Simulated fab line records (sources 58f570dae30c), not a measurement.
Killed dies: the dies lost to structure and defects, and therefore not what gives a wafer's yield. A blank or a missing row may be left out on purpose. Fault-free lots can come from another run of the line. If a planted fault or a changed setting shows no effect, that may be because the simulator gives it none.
Struck lot and sound lot, side by side    flow berkeley_cmos170    13 steps out of a route of 331
Sound: wafers L721.1, L721.3, L721.6. Wafers struck: L741.1, L741.2, L741.4. At the end, the cause is stated.
Each step with rows lists, per side, the tool, then ch with its chambers, then its first start. Under that, the readings that differ: sound wafers    struck wafers    difference of the means    sigmas: that difference in standard deviations of wafers without a fault.
alike: words and numbers the same on both sides, and readings whose means are apart by under 2 such deviations; not compared: readings that were withheld, readings missing a value for some wafer, numbers with overlapping values and no deviation given by the record, and bounds like >300 which may hide the same value.
Wherever a step has rows on one side only, a row that says differs or no value, or a row with sigmas, the two part there. When numbers do not overlap yet have no deviation, they are printed without sigmas and do not part them. Lack of a reading on every wafer of one side parts them only where that side has two or more wafers.

first, 2 steps without rows for these wafers: UCB170_FIELD_CLEAN_00 (cleans in dHF, time 7.5 s); UCB170_FIELD_OXIDATION_01 (target thk 558.3 nm, ox time 7200 s).
UCB170_FIELD_THK_MEAS_02:
  sound on film_metro-01 at day 4 23:16; struck on film_metro-01 at day 9 16:10
reading               sound        struck       difference  sigmas
FIELD_OXIDE_THK (nm)  568 562 571  546 551 541  -21         -2
then, 4 steps without rows for these wafers: UCB170_FIELD_ANNEAL_03 (time 1200 s); UCB170_FIELD_WET_ETCH_04 (etches SiO2 in dHF, time 60 s); UCB170_FIELD_WET_ETCH_05 (etches Si3N4 in H3PO4, time 12600 s); UCB170_FIELD_WET_ETCH_06 (etches SiO2 in BOE, time 22 s).
UCB170_FIELD_THK_MEAS_90:
  sound on film_metro-01 at day 5 08:28; struck on film_metro-02 at day 10 00:47
reading                      sound        struck       difference  sigmas
FIELD_OXIDE_LEFT_1_THK (nm)  451 445 453  429 435 424  -20         -2
then, 2 steps without rows for these wafers: UCB170_SACOX_CLEAN_00 (cleans in dHF, time 7.5 s); UCB170_SACOX_OXIDATION_01 (target thk 14.4 nm, ox time 2400 s).
UCB170_SACOX_THK_MEAS_02:
  sound on film_metro-01 at day 5 14:46; struck on film_metro-02 at day 10 05:58
  alike: SACOX_OXIDE_THK
then, 1 step without rows for these wafers: UCB170_SCREENOX_WET_ETCH_00 (etches SiO2 in dHF, time 200 s).
UCB170_SCREENOX_OXIDATION_01: target thk 14.4 nm, ox time 2400 s.
  struck on furnace-01, day 10 10:26; sound on furnace-01 ch 0, day 5 15:44
  no value came back on the struck wafers for ox_temp_c (C), ox_temp_c_max, spike_tc_load_C (C), zone_power_source_pct (%); on the sound wafers ox_temp_c (C) reads 900.0 900.4 900.2

WHERE THEY PART
First at UCB170_FIELD_THK_MEAS_02; last, within this record, at UCB170_SCREENOX_OXIDATION_01.

WHY: the cause the simulator had injected
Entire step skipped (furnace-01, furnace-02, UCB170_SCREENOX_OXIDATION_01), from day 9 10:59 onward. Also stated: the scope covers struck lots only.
